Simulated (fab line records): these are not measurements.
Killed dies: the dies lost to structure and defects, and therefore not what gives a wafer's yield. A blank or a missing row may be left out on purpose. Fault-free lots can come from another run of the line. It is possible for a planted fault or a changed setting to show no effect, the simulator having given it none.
A single fault, viewed from 2 desks || flow berkeley-cmos170 || what lay behind the numbers comes last; until then each desk has only its own

== TOOL OWNER'S DESK, rie-metal-01 ==
The tool's own readings at UCB170_M1_METAL_ETCH_12 (etches Al in Cl2/BCl3, stops on PSG, target depth 780 nm, time 130 s): means of the sampled wafers that have a number, for each lot that ran on this tool. A lot is out of limits, marked OUT, if its mean lies more than 4 standard deviations from the usual mean; the brackets give that distance.
Columns: A = bias-w at UCB170_M1_METAL_ETCH_12, usual 120.1 W; B = chamber-pressure-mTorr at UCB170_M1_METAL_ETCH_12, usual 12.002 mTorr; C = drypump-motor-current-A at UCB170_M1_METAL_ETCH_12, usual 5.6 A; D = oes-product-au at UCB170_M1_METAL_ETCH_12, usual 0.856 a.u.; E = throttle-valve-pct at UCB170_M1_METAL_ETCH_12, usual 24.58 %
{"lot": "L589", "first seen here": "day 7 21:16", "A": 119.9, "B": 11.999, "C": 5.0, "D": 0.849, "E": 24.67}
{"lot": "L592", "first seen here": "day 8 04:52", "A": 120.1, "B": 11.999, "C": 5.0, "D": 0.845, "E": 24.66}
{"lot": "L598", "first seen here": "day 8 22:53", "A": 119.9, "B": 12.004, "C": 5.0, "D": 0.853, "E": 24.61}
{"lot": "L596", "first seen here": "day 9 00:52", "A": 119.9, "B": 12.013, "C": 5.0, "D": 0.836, "E": 24.62}
{"lot": "L603", "first seen here": "day 10 12:44", "A": 119.9, "B": 12.002, "C": 5.0, "D": 0.841, "E": 24.60}
{"lot": "L605", "first seen here": "day 10 14:36", "A": 120.2, "B": 11.993, "C": 5.0, "D": 0.860, "E": 24.61}
{"lot": "L608", "first seen here": "day 11 07:56", "A": 120.2, "B": 12.005, "C": 5.0, "D": 0.859, "E": 24.60}
{"lot": "L607", "first seen here": "day 11 09:45", "A": 119.8, "B": 11.995, "C": 5.0, "D": 0.875, "E": 24.65}
This desk's finding: nothing out of limits on any of the 8 lots.

== FROM THE METROLOGY DESK ==
Lot by lot, what the gauges showed, no matter which tool ran the lot: averages of those sampled wafers that carry a number. A lot is out of limits, marked OUT, if its mean lies more than 4 standard deviations from the usual mean; the brackets give that distance.
Columns: A = CONTACT_PSG_THK at UCB170_CONTACT_THK_MEAS_02, usual 700 nm; B = M1_OVL at UCB170_M1_OVL_MEAS_10, usual 1 nm
{"lot": "L589", "first seen here": "day 7 14:46", "A": 689, "B": -4}
{"lot": "L590", "first seen here": "day 7 14:49", "A": 700, "B": 6}
{"lot": "L592", "first seen here": "day 8 00:19", "A": 698, "B": -3}
{"lot": "L594", "first seen here": "day 8 06:26", "A": 700, "B": 0}
{"lot": "L597", "first seen here": "day 8 15:55", "A": 702, "B": 4}
{"lot": "L598", "first seen here": "day 8 15:56", "A": 694, "B": 2}
{"lot": "L595", "first seen here": "day 8 18:23", "A": 694, "B": 3}
{"lot": "L596", "first seen here": "day 8 18:23", "A": 697, "B": -2}
{"lot": "L603", "first seen here": "day 10 07:25", "A": 700, "B": 3}
{"lot": "L605", "first seen here": "day 10 09:02", "A": 711, "B": -1}
{"lot": "L609", "first seen here": "day 11 02:41", "A": 706, "B": 0}
{"lot": "L608", "first seen here": "day 11 02:41", "A": 698, "B": 2}
{"lot": "L610", "first seen here": "day 11 02:41", "A": 695, "B": -1}
{"lot": "L607", "first seen here": "day 11 02:46", "A": 710, "B": 1}
{"lot": "L612", "first seen here": "day 11 19:03", "A": 698, "B": -2}
This desk's finding: nothing out of limits on any of the 15 lots.

== TAKEN TOGETHER ==
The tool owner's desk saw nothing out of limits.
Metrology desk: nothing out of limits seen.

== WHAT THE SIMULATOR HAD INSERTED ==
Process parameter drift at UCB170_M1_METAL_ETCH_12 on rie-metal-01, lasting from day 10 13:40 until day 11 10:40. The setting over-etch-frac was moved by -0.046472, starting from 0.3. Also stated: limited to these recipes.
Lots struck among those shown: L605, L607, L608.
